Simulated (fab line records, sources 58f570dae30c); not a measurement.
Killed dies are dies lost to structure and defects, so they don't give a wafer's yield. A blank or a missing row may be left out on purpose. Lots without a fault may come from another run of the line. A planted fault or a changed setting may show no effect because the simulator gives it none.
Which tool did it? | flow berkeley_cmos170 | 8 lots, 24 wafers sampled, at 2 steps of a route of 331

WHAT THE GAUGES READ, wafer by wafer
UCB170_NWELL_TW_MEAS_16.
lot  | measured    | on            | NWELL_TW
L858 | day 2 12:00 | film_metro-01 | 1258 1250 1253
L859 | day 2 15:29 | film_metro-04 | 1229 1231 1238
L866 | day 3 23:10 | film_metro-04 | 1222 1222 1226
L874 | day 5 16:38 | film_metro-04 | 1237 1235 1234
L876 | day 6 00:27 | film_metro-01 | 1238 1248 1246
L878 | day 6 12:14 | film_metro-01 | 1252 1247 1245
L879 | day 6 17:44 | film_metro-04 | 1245 1248 1243
L881 | day 6 23:16 | film_metro-03 | 1259 1258 1253

WHICH TOOL RAN EACH LOT (tool, then ch and the chambers of the sampled wafers, then the start)
lot  | UCB170_NWELL_IMPLANT_14
L858 | implanter-04 ch 0, day 2 11:45
L859 | implanter-04 ch 0, day 2 15:14
L866 | implanter-04 ch 0, day 3 22:55
L874 | implanter-01 ch 0, day 5 16:25
L876 | implanter-01 ch 0, day 6 00:12
L878 | implanter-01 ch 0, day 6 11:58
L879 | implanter-03 ch 0, day 6 17:29
L881 | implanter-01 ch 0, day 6 23:01
- UCB170_NWELL_IMPLANT_14

THE ANSWER, worked out from the rows above alone
Rule: what is usual is taken from the lots themselves. Put in order of their means at a reading, lots are off if they are a third of the lots or fewer, leave a main group of 4 or more, and stand apart from it by a gap of 3 or more times the standard deviation of the main group's means; of several such gaps the widest counts. A main group whose means are all the same, to the digits that the tables above print for the reading, isn't used. A lot without any number at a reading at which 4 lots or more have one is off too. The other lots that the step has rows for count as sound.
No lot is off at any reading shown: from this, nothing can be told.

WHAT THE SIMULATOR HAD PUT IN
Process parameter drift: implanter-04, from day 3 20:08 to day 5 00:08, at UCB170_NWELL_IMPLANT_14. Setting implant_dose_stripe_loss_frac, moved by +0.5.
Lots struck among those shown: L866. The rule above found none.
